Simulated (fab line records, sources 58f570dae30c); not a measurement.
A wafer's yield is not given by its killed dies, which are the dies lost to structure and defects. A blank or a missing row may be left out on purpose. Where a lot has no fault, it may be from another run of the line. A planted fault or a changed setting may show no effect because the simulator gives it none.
Which tool did it? | flow berkeleyCmos170 | route of 331 steps, sampled at 1 step: 14 lots, 42 wafers

WHAT EACH GAUGE READ, for each wafer
UCB170_NWELL_OVL_MEAS_12. Usual: for NWELL_OVL the level is 2 nm and the standard deviation is 4.1.
lot  | measured    | on         | NWELL_OVL (nm) | flag
L236 | day 2 14:25 | overlay-02 | -1 3 7         | 
L237 | day 2 20:16 | overlay-01 | 4 -1 3         | 
L239 | day 3 01:27 | overlay-02 | 2 6 5          | 
L240 | day 3 09:24 | overlay-01 | -1 13 0        | 
L241 | day 3 12:55 | overlay-01 | -2 -3 -3       | 
L246 | day 4 09:33 | overlay-01 | 0 -2 0         | 
L248 | day 4 17:10 | overlay-01 | 1 4 5          | 
L249 | day 5 07:06 | overlay-01 | 3 9 4          | 
L251 | day 5 13:01 | overlay-02 | 2 2 0          | 
L252 | day 5 16:28 | overlay-02 | 0 6 0          | 
L253 | day 5 21:30 | overlay-01 | 0 3 -1         | 
L255 | day 6 07:27 | overlay-02 | -3 -3 3        | 
L256 | day 6 14:26 | overlay-02 | 3 8 2          | 
L258 | day 6 23:26 | overlay-01 | 6 8 -4         | 

WHICH TOOL RAN EACH LOT (tool, then ch and the chambers of the sampled wafers, then the start)
The record holds no process step before these readings.

AS READ BY THE TOOLS THEMSELVES (means over the sampled wafers that have a number; for cases with no such wafer, the mark the record gives instead)
The record holds no such reading with a usual standard deviation.

THE ANSWER, worked out from the rows above alone
Rule: lot off if the mean of its wafers having a number is beyond 3 standard deviations from the usual mean. Also off: a lot with no number at a reading for which 4 or more lots have one. The other lots that the step has rows for count as sound. Order of review: gauges by route order, followed by the tools' own readings, for which a lot's mean as printed above is used. At the first step where some lot is off, the reading lying furthest off is the one used; lots without a number count as furthest.
None of the lots is off at any reading shown; this tells nothing.

WHAT THE SIMULATOR PUT IN
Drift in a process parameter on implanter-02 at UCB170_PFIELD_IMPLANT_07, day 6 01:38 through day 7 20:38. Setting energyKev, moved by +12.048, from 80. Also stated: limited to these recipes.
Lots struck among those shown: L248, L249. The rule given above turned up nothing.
